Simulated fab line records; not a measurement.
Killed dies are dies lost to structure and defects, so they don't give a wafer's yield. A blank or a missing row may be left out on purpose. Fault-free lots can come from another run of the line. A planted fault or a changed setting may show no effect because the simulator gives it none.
Which of the tools did it? | flow rit-cmos | 15 lots with 45 wafers sampled at 2 steps, on a route of 202 steps

WHAT THE GAUGES READ, wafer by wafer
RIT_NWELL_OVL_MEAS_06. Usual: for NWELL_OVL the level is -0.9 nm and the standard deviation is 1.2.
lot  | measured    | on         | NWELL_OVL (nm)       | flag
L973 | day 1 20:38 | overlay-01 | -0.5 0.0 -1.3        |
L974 | day 2 02:25 | overlay-01 | -2.5 -2.9 -1.7       |
L975 | day 2 06:19 | overlay-02 | -1.4 -1.3 -2.5       |
L977 | day 2 16:10 | overlay-01 | 0.1 -0.4 -1.0        |
L978 | day 2 23:02 | overlay-01 | -2.1 -2.8 -2.8       |
L980 | day 3 07:43 | overlay-02 | 0.7 -1.1 -1.9        |
L981 | day 3 12:43 | overlay-02 | -1.6 -0.1 -0.5       |
L982 | day 3 17:12 | overlay-02 | -0.7 -1.4 -0.8       |
L983 | day 3 22:12 | overlay-02 | -1.2 -0.5 -1.8       |
L985 | day 4 08:38 | overlay-01 | -1.3 -0.2 -0.6       |
L986 | day 4 13:19 | overlay-01 | -179.5 -179.9 -179.3 | OFF
L988 | day 5 01:42 | overlay-02 | -182.6 -182.5 -181.5 | OFF
L992 | day 5 20:50 | overlay-01 | -181.5 -182.4 -182.9 | OFF
L993 | day 6 02:47 | overlay-02 | -1.6 -1.6 -0.8       |
L995 | day 6 10:15 | overlay-01 | 0.4 -1.6 2.1         |

EACH LOT AND THE TOOL THAT RAN IT (in order: tool; ch and the chambers of the sampled wafers; start)
lot  | RIT_NWELL_EXPOSE_03
L973 | iline-stepper-02 ch 0, day 1 20:14
L974 | iline-stepper-02 ch 0, day 2 01:59
L975 | iline-stepper-01 ch 0, day 2 05:54
L977 | iline-stepper-02 ch 0, day 2 15:44
L978 | iline-stepper-02 ch 0, day 2 22:33
L980 | iline-stepper-02 ch 0, day 3 07:18
L981 | iline-stepper-02 ch 0, day 3 12:19
L982 | iline-stepper-02 ch 0, day 3 16:48
L983 | iline-stepper-02 ch 0, day 3 21:47
L985 | iline-stepper-01 ch 0, day 4 08:13
L986 | iline-stepper-02 ch 0, day 4 12:55
L988 | iline-stepper-02 ch 0, day 5 01:16
L992 | iline-stepper-02 ch 0, day 5 20:26
L993 | iline-stepper-01 ch 0, day 6 02:24
L995 | iline-stepper-01 ch 0, day 6 09:49
- RIT_NWELL_EXPOSE_03: exposes mask M2, target cd 43900 nm.

AS READ BY THE TOOLS THEMSELVES (means over the sampled wafers that have a number; for cases with no such wafer, the mark the record gives instead)
The record holds no such reading with a usual standard deviation.

THE ANSWER, worked out from the rows above alone
Rule: a lot is off if the mean of its wafers that have a number lies more than 3 standard deviations from the usual mean. Also off: a lot with no number at a reading for which 4 or more lots have one. Any other lot the step has rows for is counted as sound. First the gauges in route order, then the tools' own readings, where a lot's mean is used as printed above. The first step at which some lot is off is used, and at that step the reading that is off furthest; a lot without a number counts as furthest.
Off: L986, L988, L992, seen at RIT_NWELL_OVL_MEAS_06 (NWELL_OVL).
A tool fits if, at a process step before that reading, it ran every lot that is off, and no sound lot after the first of them. Those tools and the gauges at RIT_NWELL_OVL_MEAS_06 are tried in the same way. One candidate fits, namely iline-stepper-02 at RIT_NWELL_EXPOSE_03. A fault onset in the window from L983 (day 3 21:47, its last sound lot) to L986 (day 4 12:55, its first lot off) fits.

WHAT THE SIMULATOR HAD PUT IN
Scanner matching overlay: iline-stepper-02, from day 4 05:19 on, at RIT_NWELL_EXPOSE_03. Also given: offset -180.
Struck lots among those shown: L986, L988, L992. The same result came from the rule above.
